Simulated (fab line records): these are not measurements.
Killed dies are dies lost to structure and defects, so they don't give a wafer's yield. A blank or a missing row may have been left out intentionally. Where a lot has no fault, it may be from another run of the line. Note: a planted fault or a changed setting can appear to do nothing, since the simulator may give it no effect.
Which tool is to blame?	flow rit-cmos	Sampling: 13 lots, 39 wafers, 4 of 202 route steps

## WHAT EACH GAUGE READ, for each wafer
RIT_ACTIVE_CD_MEAS_90: target cd 1400 nm.
lot	measured	on	cd-nm (nm)
L652	day 1 16:45	cd-sem-02	1401.6 1402.9 1400.5
L654	day 2 03:30	cd-sem-02	1397.4 1400.2 1397.2
L656	day 2 13:31	cd-sem-02	1400.8 1401.7 1401.0
L657	day 2 17:12	cd-sem-02	1399.4 1397.6 1397.4
L659	day 3 04:16	cd-sem-01	1400.4 1402.1 1400.1
L661	day 3 23:22	cd-sem-01	1398.9 1400.6 1400.2
L662	day 3 23:31	cd-sem-02	1402.5 1401.9 1401.0
L663	day 3 23:44	cd-sem-01	1397.1 1398.8 1399.7
L664	day 4 08:20	cd-sem-02	1402.1 1400.9 1400.7
L666	day 4 16:58	cd-sem-01	1403.4 1405.9 1405.0
L672	day 5 20:59	cd-sem-02	1397.1 1396.0 1396.3
L674	day 6 06:19	cd-sem-01	1393.5 1395.7 1393.6
L675	day 6 10:58	cd-sem-02	1398.3 1400.4 1398.0

RIT_NRETRO_OVL_MEAS_06.
lot	measured	on	NRETRO_OVL (nm)
L652	day 2 13:22	overlay-02	-2.1 -0.1 -1.2
L654	day 2 23:10	overlay-02	-1.3 -0.1 -0.5
L656	day 3 07:28	overlay-02	1.0 0.9 2.2
L657	day 3 14:17	overlay-01	-1.2 0.4 -1.7
L659	day 4 17:34	overlay-02	0.7 -1.7 0.6
L661	day 4 22:59	overlay-01	-1.2 -1.6 -0.9
L662	day 4 22:39	overlay-01	2.3 1.0 3.6
L663	day 4 23:17	overlay-01	0.3 0.5 -0.4
L664	day 5 08:04	overlay-02	-1.0 0.1 0.3
L666	day 5 17:43	overlay-01	-0.7 0.4 2.0
L672	day 6 12:50	overlay-01	-0.2 -0.5 -1.0
L674	day 6 21:19	overlay-01	0.1 2.2 1.3
L675	day 7 02:01	overlay-02	1.0 2.2 1.4

## WHICH TOOL RAN EACH LOT (tool, then ch and the chambers of the sampled wafers, then the start)
lot	RIT_NWELL_EXPOSE_03	RIT_PWELL_STRIP_09
L652	iline-stepper-02 ch 0, day 2 00:59	plasma-asher-04 ch 0,1, day 2 03:30
L654	iline-stepper-01 ch 0, day 2 13:23	plasma-asher-04 ch 0,1, day 2 15:55
L656	iline-stepper-02 ch 0, day 2 21:22	plasma-asher-04 ch 0,1, day 3 00:11
L657	iline-stepper-01 ch 0, day 3 00:46	plasma-asher-01 ch 0,1, day 3 03:18
L659	iline-stepper-01 ch 0, day 4 04:14	plasma-asher-01 ch 0,1, day 4 06:59
L661	iline-stepper-01 ch 0, day 4 09:45	plasma-asher-01 ch 0,1, day 4 12:26
L662	iline-stepper-01 ch 0, day 4 09:39	plasma-asher-04 ch 0,1, day 4 12:13
L663	iline-stepper-01 ch 0, day 4 09:52	plasma-asher-04 ch 0,1, day 4 12:37
L664	iline-stepper-01 ch 0, day 4 22:31	plasma-asher-04 ch 0,1, day 5 01:30
L666	iline-stepper-01 ch 0, day 5 02:50	plasma-asher-03 ch 0,1, day 5 05:23
L672	iline-stepper-01 ch 0, day 6 02:28	plasma-asher-03 ch 0, day 6 05:49
L674	iline-stepper-01 ch 0, day 6 11:56	plasma-asher-04 ch 0,1, day 6 14:53
L675	iline-stepper-02 ch 0, day 6 16:10	plasma-asher-01 ch 0,1, day 6 19:04
- RIT_NWELL_EXPOSE_03: exposes mask M2, target cd 43900 nm.
- RIT_PWELL_STRIP_09: strips in O2, time 180 s.

## AS READ BY THE TOOLS THEMSELVES (means over the sampled wafers that have a number; for cases with no such wafer, the mark the record gives instead)
RIT_PWELL_STRIP_09.
lot	tool	drypump-motor-current-A (A)	o2-flow-sccm (sccm)
L652	plasma-asher-04	5.1	4007
L654	plasma-asher-04	5.3	3986
L656	plasma-asher-04	5.1	4015
L657	plasma-asher-01	5.9	4000
L659	plasma-asher-01	5.9	4001
L661	plasma-asher-01	5.9	3995
L662	plasma-asher-04	5.1	3991
L663	plasma-asher-04	5.1	3996
L664	plasma-asher-04	5.1	3983
L666	plasma-asher-03	5.0	3997
L672	plasma-asher-03	5.7	3988
L674	plasma-asher-04	5.3	3991
L675	plasma-asher-01	5.9	3988

## THE ANSWER, worked out from the rows above alone
Rule: what is usual is taken from the lots themselves. Put in order of their means at a reading, lots are off if they are a third of the lots or fewer, leave a main group of 4 or more, and stand apart from it by a gap of 3 or more times the standard deviation of the main group's means; of several such gaps the widest counts. If all means in a main group match to the digits the tables above print for the reading, that group is not used. A lot without any number at a reading at which 4 lots or more have one is off too. All remaining lots with rows at the step are treated as sound. The gauges are gone through in route order, then the tools' own readings, and for those a lot's mean is taken as printed above. At the first step where some lot is off, the reading lying furthest off is the one used; lots without a number count as furthest.
Nothing can be told from this: no lot is off at any reading shown.

## WHAT THE SIMULATOR PUT IN
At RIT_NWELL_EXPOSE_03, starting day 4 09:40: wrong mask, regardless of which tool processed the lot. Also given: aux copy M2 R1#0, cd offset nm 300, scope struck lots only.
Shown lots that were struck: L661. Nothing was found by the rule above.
